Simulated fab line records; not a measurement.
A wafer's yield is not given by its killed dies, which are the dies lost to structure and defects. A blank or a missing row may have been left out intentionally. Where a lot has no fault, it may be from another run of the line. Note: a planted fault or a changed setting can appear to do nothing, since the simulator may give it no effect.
The tool behind it: which one? :: flow berkeley cmos170 :: 42 wafers from 14 lots sampled at 7 of the route's 331 steps

WHAT EACH GAUGE READ, for each wafer
UCB170_GATE_OVL_MEAS_13. Usual: for GATE_OVL the level is 2 nm and the standard deviation is 5.9.
lot: L221
measured: day 7 07:19
on: overlay-01
GATE_OVL (nm): -1 -8 4
flag: 

lot: L222
measured: day 7 07:22
on: overlay-01
GATE_OVL (nm): 0 -5 7
flag: 

lot: L224
measured: day 7 21:23
on: overlay-02
GATE_OVL (nm): -6 -2 -8
flag: 

lot: L226
measured: day 7 22:25
on: overlay-02
GATE_OVL (nm): 12 -1 5
flag: 

lot: L227
measured: day 8 06:57
on: overlay-02
GATE_OVL (nm): 6 1 -2
flag: 

lot: L230
measured: day 8 15:56
on: overlay-02
GATE_OVL (nm): -5 -7 -2
flag: 

lot: L231
measured: day 8 16:02
on: overlay-01
GATE_OVL (nm): 3 -4 6
flag: 

lot: L229
measured: day 8 16:38
on: overlay-02
GATE_OVL (nm): -3 -1 3
flag: 

lot: L234
measured: day 9 20:01
on: overlay-01
GATE_OVL (nm): 7 10 5
flag: 

lot: L233
measured: day 9 20:17
on: overlay-02
GATE_OVL (nm): 4 -2 8
flag: 

lot: L239
measured: day 11 04:37
on: overlay-02
GATE_OVL (nm): 7 4 3
flag: 

lot: L243
measured: day 11 21:37
on: overlay-01
GATE_OVL (nm): 5 2 1
flag: 

lot: L241
measured: day 11 21:51
on: overlay-01
GATE_OVL (nm): 3 -5 3
flag: 

lot: L244
measured: day 12 04:37
on: overlay-02
GATE_OVL (nm): 4 -2 4
flag: 

UCB170_V2_THK_MEAS_01. Usual: for V2_TEOS_THK the level is 1991 nm and the standard deviation is 25.
lot: L221
measured: day 8 16:34
on: film metro-01
V2_TEOS_THK (nm): 1995 1965 2028
flag: 

lot: L222
measured: day 8 17:17
on: film metro-03
V2_TEOS_THK (nm): 1994 2002 1990
flag: 

lot: L224
measured: day 9 05:16
on: film metro-02
V2_TEOS_THK (nm): 1988 2001 1989
flag: 

lot: L226
measured: day 9 07:35
on: film metro-02
V2_TEOS_THK (nm): 1977 2030 2029
flag: 

lot: L227
measured: day 9 14:43
on: film metro-02
V2_TEOS_THK (nm): 1958 2010 1970
flag: 

lot: L230
measured: day 10 04:27
on: film metro-03
V2_TEOS_THK (nm): 2009 2010 2004
flag: 

lot: L231
measured: day 10 06:29
on: film metro-03
V2_TEOS_THK (nm): 1943 1982 2004
flag: 

lot: L229
measured: day 10 06:32
on: film metro-02
V2_TEOS_THK (nm): 1978 1983 2049
flag: 

lot: L234
measured: day 11 02:13
on: film metro-01
V2_TEOS_THK (nm): 1987 2039 2007
flag: 

lot: L233
measured: day 11 03:53
on: film metro-03
V2_TEOS_THK (nm): 1961 1988 2010
flag: 

lot: L239
measured: day 12 13:22
on: film metro-01
V2_TEOS_THK (nm): 1641 1679 1670
flag: OFF

lot: L243
measured: day 13 09:57
on: film metro-03
V2_TEOS_THK (nm): 1966 2013 2011
flag: 

lot: L241
measured: day 13 05:02
on: film metro-01
V2_TEOS_THK (nm): 1662 1700 1695
flag: OFF

lot: L244
measured: day 13 21:01
on: film metro-03
V2_TEOS_THK (nm): 1992 2003 2007
flag: 

UCB170_V2_THK_MEAS_04. Usual: for V2_POLISHED_THK the level is 999.5 nm and the standard deviation is 1.3.
lot: L221
measured: day 8 17:02
on: film metro-02
V2_POLISHED_THK (nm): 999.2 997.4 999.8
flag: 

lot: L222
measured: day 8 17:46
on: film metro-03
V2_POLISHED_THK (nm): 999.3 1002.2 998.4
flag: 

lot: L224
measured: day 9 05:44
on: film metro-03
V2_POLISHED_THK (nm): 999.7 1000.4 1001.9
flag: 

lot: L226
measured: day 9 08:04
on: film metro-02
V2_POLISHED_THK (nm): 1001.7 998.9 999.1
flag: 

lot: L227
measured: day 9 15:11
on: film metro-01
V2_POLISHED_THK (nm): 1002.2 1000.5 1000.2
flag: 

lot: L230
measured: day 10 04:56
on: film metro-02
V2_POLISHED_THK (nm): 999.2 1001.1 1000.2
flag: 

lot: L231
measured: day 10 06:58
on: film metro-03
V2_POLISHED_THK (nm): 999.0 998.8 998.3
flag: 

lot: L229
measured: day 10 07:16
on: film metro-02
V2_POLISHED_THK (nm): 1000.9 1000.1 998.6
flag: 

lot: L234
measured: day 11 02:42
on: film metro-02
V2_POLISHED_THK (nm): 1001.3 1000.4 999.7
flag: 

lot: L233
measured: day 11 04:22
on: film metro-02
V2_POLISHED_THK (nm): 999.5 997.4 996.5
flag: 

lot: L239
measured: day 12 13:51
on: film metro-03
V2_POLISHED_THK (nm): 690.6 689.5 689.1
flag: OFF

lot: L243
measured: day 13 10:26
on: film metro-03
V2_POLISHED_THK (nm): 998.3 999.1 997.1
flag: 

lot: L241
measured: day 13 05:31
on: film metro-03
V2_POLISHED_THK (nm): 688.9 689.7 689.5
flag: OFF

lot: L244
measured: day 13 21:32
on: film metro-01
V2_POLISHED_THK (nm): 1000.6 999.3 1000.5
flag: 

UCB170_M3_THK_MEAS_03: measures by xrf. Usual: for M3_AL_THK the level is 881 nm and the standard deviation is 10.
lot: L221
measured: day 8 19:37
on: film metro-01
M3_AL_THK (nm): 880 876 882
flag: 

lot: L222
measured: day 8 21:01
on: film metro-04
M3_AL_THK (nm): 883 874 894
flag: 

lot: L224
measured: day 9 07:47
on: film metro-01
M3_AL_THK (nm): 868 879 879
flag: 

lot: L226
measured: day 9 09:58
on: film metro-04
M3_AL_THK (nm): 899 887 895
flag: 

lot: L227
measured: day 9 17:05
on: film metro-01
M3_AL_THK (nm): 900 892 889
flag: 

lot: L230
measured: day 10 07:10
on: film metro-03
M3_AL_THK (nm): 875 886 870
flag: 

lot: L231
measured: day 10 09:55
on: film metro-03
M3_AL_THK (nm): 871 867 858
flag: 

lot: L229
measured: day 10 10:04
on: film metro-01
M3_AL_THK (nm): 875 886 883
flag: 

lot: L234
measured: day 11 04:47
on: film metro-04
M3_AL_THK (nm): 891 891 888
flag: 

lot: L233
measured: day 11 06:27
on: film metro-04
M3_AL_THK (nm): 879 877 890
flag: 

lot: L239
measured: day 12 16:07
on: film metro-04
M3_AL_THK (nm): 877 878 879
flag: 

lot: L243
measured: day 13 15:45
on: film metro-03
M3_AL_THK (nm): 868 861 866
flag: 

lot: L241
measured: day 13 08:11
on: film metro-03
M3_AL_THK (nm): 856 873 873
flag: 

lot: L244
measured: day 14 00:10
on: film metro-03
M3_AL_THK (nm): 873 872 877
flag: 

UCB170_M3_OVL_MEAS_16. Usual: for M3_OVL the level is -3 nm and the standard deviation is 4.6.
lot: L221
measured: day 8 22:24
on: overlay-01
M3_OVL (nm): 10 8 0
flag: 

lot: L222
measured: day 9 00:01
on: overlay-02
M3_OVL (nm): -5 -5 -2
flag: 

lot: L224
measured: day 9 09:39
on: overlay-02
M3_OVL (nm): -4 -6 1
flag: 

lot: L226
measured: day 9 11:49
on: overlay-02
M3_OVL (nm): 2 1 -2
flag: 

lot: L227
measured: day 9 18:58
on: overlay-02
M3_OVL (nm): -4 -8 -12
flag: 

lot: L230
measured: day 10 09:49
on: overlay-02
M3_OVL (nm): 1 -2 -1
flag: 

lot: L231
measured: day 10 11:50
on: overlay-02
M3_OVL (nm): -8 -2 -6
flag: 

lot: L229
measured: day 10 12:46
on: overlay-02
M3_OVL (nm): -7 -5 -7
flag: 

lot: L234
measured: day 11 07:45
on: overlay-02
M3_OVL (nm): -3 -1 -11
flag: 

lot: L233
measured: day 11 08:44
on: overlay-02
M3_OVL (nm): -6 -7 -5
flag: 

lot: L239
measured: day 12 17:59
on: overlay-02
M3_OVL (nm): 7 4 2
flag: 

lot: L243
measured: day 13 18:35
on: overlay-01
M3_OVL (nm): -3 -2 -5
flag: 

lot: L241
measured: day 13 11:41
on: overlay-02
M3_OVL (nm): -7 -9 4
flag: 

lot: L244
measured: day 14 02:46
on: overlay-01
M3_OVL (nm): 0 3 12
flag: 

TOOL THAT RAN EACH LOT (tool first, then ch and the chambers of the sampled wafers, then the start)
lot: L221
UCB170_V2_CVD_00: pecvd-04 ch 0,2, day 8 16:24
UCB170_V2_ETCH_14: rie diel-01 ch 0,2,3, day 8 18:56

lot: L222
UCB170_V2_CVD_00: pecvd-01 ch 0,1,2, day 8 17:07
UCB170_V2_ETCH_14: rie diel-03 ch 0,3, day 8 20:14

lot: L224
UCB170_V2_CVD_00: pecvd-01 ch 1,2, day 9 05:07
UCB170_V2_ETCH_14: rie diel-01 ch 0,2,3, day 9 07:07

lot: L226
UCB170_V2_CVD_00: pecvd-04 ch 0,1,2, day 9 07:24
UCB170_V2_ETCH_14: rie diel-02 ch 0,1, day 9 09:16

lot: L227
UCB170_V2_CVD_00: pecvd-03 ch 0,1,2, day 9 14:33
UCB170_V2_ETCH_14: rie diel-02 ch 0,1,3, day 9 16:25

lot: L230
UCB170_V2_CVD_00: pecvd-04 ch 0,1,2, day 10 04:17
UCB170_V2_ETCH_14: rie diel-01 ch 1,2, day 10 06:29

lot: L231
UCB170_V2_CVD_00: pecvd-01 ch 1,2, day 10 06:20
UCB170_V2_ETCH_14: rie diel-03 ch 0,3, day 10 09:14

lot: L229
UCB170_V2_CVD_00: pecvd-04 ch 0,1,2, day 10 06:23
UCB170_V2_ETCH_14: rie diel-01 ch 0,2, day 10 09:24

lot: L234
UCB170_V2_CVD_00: pecvd-01 ch 0,1,2, day 11 02:07
UCB170_V2_ETCH_14: rie diel-01 ch 1,2, day 11 04:05

lot: L233
UCB170_V2_CVD_00: pecvd-03 ch 0,1, day 11 03:43
UCB170_V2_ETCH_14: rie diel-03 ch 0,2, day 11 05:46

lot: L239
UCB170_V2_CVD_00: pecvd-03 ch 0,1, day 12 13:12
UCB170_V2_ETCH_14: rie diel-02 ch 0,2, day 12 15:27

lot: L243
UCB170_V2_CVD_00: pecvd-01 ch 0,2, day 13 09:47
UCB170_V2_ETCH_14: rie diel-01 ch 2, day 13 15:00

lot: L241
UCB170_V2_CVD_00: pecvd-03 ch 0,1,2, day 13 04:53
UCB170_V2_ETCH_14: rie diel-03 ch 0,1,3, day 13 07:31

lot: L244
UCB170_V2_CVD_00: pecvd-04 ch 0,1, day 13 20:46
UCB170_V2_ETCH_14: rie diel-02 ch 0,1, day 13 23:29
- UCB170_V2_CVD_00: deposits SiO2 from TEOS/O2, target thk 2000 nm, time 250 s.
- UCB170_V2_ETCH_14: etches SiO2 in CHF3/CF4/Ar, stops on Al, target depth 1250 nm, time 291 s.

WHAT THE TOOLS THEMSELVES READ (means of the sampled wafers that have a number; where no wafer has one, the mark that the record gives instead)
UCB170_V2_CVD_00. Usual: 279 W for heater power w, sd 69.
lot: L221
tool: pecvd-04
heater power w (W): 255
flag: 

lot: L222
tool: pecvd-01
heater power w (W): 258
flag: 

lot: L224
tool: pecvd-01
heater power w (W): 275
flag: 

lot: L226
tool: pecvd-04
heater power w (W): 235
flag: 

lot: L227
tool: pecvd-03
heater power w (W): 286
flag: 

lot: L230
tool: pecvd-04
heater power w (W): 256
flag: 

lot: L231
tool: pecvd-01
heater power w (W): 223
flag: 

lot: L229
tool: pecvd-04
heater power w (W): 282
flag: 

lot: L234
tool: pecvd-01
heater power w (W): 273
flag: 

lot: L233
tool: pecvd-03
heater power w (W): 259
flag: 

lot: L239
tool: pecvd-03
heater power w (W): 244
flag: 

lot: L243
tool: pecvd-01
heater power w (W): 234
flag: 

lot: L241
tool: pecvd-03
heater power w (W): 258
flag: 

lot: L244
tool: pecvd-04
heater power w (W): 314
flag: 

UCB170_V2_ETCH_14. Usual: drypump motor current A 5.5 A, standard deviation 0.4; oes product au 0.873 a.u., standard deviation 0.013; throttle valve pct 6.94 %, standard deviation 0.11.
lot: L221
tool: rie diel-01
drypump motor current A (A): 5.4
oes product au (a.u.): 0.877
throttle valve pct (%): 6.94
flag: 

lot: L222
tool: rie diel-03
drypump motor current A (A): 5.3
oes product au (a.u.): 0.864
throttle valve pct (%): 7.10
flag: 

lot: L224
tool: rie diel-01
drypump motor current A (A): 5.4
oes product au (a.u.): 0.873
throttle valve pct (%): 6.93
flag: 

lot: L226
tool: rie diel-02
drypump motor current A (A): 5.7
oes product au (a.u.): 0.876
throttle valve pct (%): 6.93
flag: 

lot: L227
tool: rie diel-02
drypump motor current A (A): 5.4
oes product au (a.u.): 0.877
throttle valve pct (%): 6.95
flag: 

lot: L230
tool: rie diel-01
drypump motor current A (A): 5.3
oes product au (a.u.): 0.865
throttle valve pct (%): 6.94
flag: 

lot: L231
tool: rie diel-03
drypump motor current A (A): 5.3
oes product au (a.u.): 0.866
throttle valve pct (%): 7.08
flag: 

lot: L229
tool: rie diel-01
drypump motor current A (A): 5.7
oes product au (a.u.): 0.878
throttle valve pct (%): 6.93
flag: 

lot: L234
tool: rie diel-01
drypump motor current A (A): 5.3
oes product au (a.u.): 0.868
throttle valve pct (%): 6.95
flag: 

lot: L233
tool: rie diel-03
drypump motor current A (A): 6.0
oes product au (a.u.): 0.895
throttle valve pct (%): 6.88
flag: 

lot: L239
tool: rie diel-02
drypump motor current A (A): 6.1
oes product au (a.u.): 0.704
throttle valve pct (%): 7.01
flag: OFF

lot: L243
tool: rie diel-01
drypump motor current A (A): 5.8
oes product au (a.u.): 0.883
throttle valve pct (%): 6.92
flag: 

lot: L241
tool: rie diel-03
drypump motor current A (A): 5.4
oes product au (a.u.): 0.720
throttle valve pct (%): 6.95
flag: OFF

lot: L244
tool: rie diel-02
drypump motor current A (A): 5.7
oes product au (a.u.): 0.872
throttle valve pct (%): 6.95
flag: 

THE ANSWER, worked out from the rows above alone
Rule: take the mean of a lot's wafers that have a number; if it is more than 3 standard deviations from the usual mean, the lot is off. A lot without any number at a reading at which 4 lots or more have one is off too. Where the step has rows for the other lots, those lots are counted as sound. First the gauges in route order, then the tools' own readings, where a lot's mean is used as printed above. At the first step where some lot is off, the reading lying furthest off is the one used; lots without a number count as furthest.
Off: L239, L241, seen at UCB170_V2_THK_MEAS_01 (V2_TEOS_THK).
If a tool, at a process step before that reading, ran all the lots that are off and no sound lot after the first of them, it fits. Not tried: the gauges at UCB170_V2_THK_MEAS_01; whatever is off there is also off at UCB170_V2_THK_MEAS_04, on other tools, and gauge error can't account for it. One fits: UCB170_V2_CVD_00 on pecvd-03. A fault onset in the window from L233 (day 11 03:43, its last sound lot) to L239 (day 12 13:12, its first lot off) fits.

WHAT WAS PUT IN BY THE SIMULATOR
Site profile drift: pecvd-03, from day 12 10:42 on, at UCB170_V2_CVD_00. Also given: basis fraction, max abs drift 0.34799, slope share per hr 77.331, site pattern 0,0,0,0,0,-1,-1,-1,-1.
Struck lots among those shown: L239, L241. Same finding as the rule above.
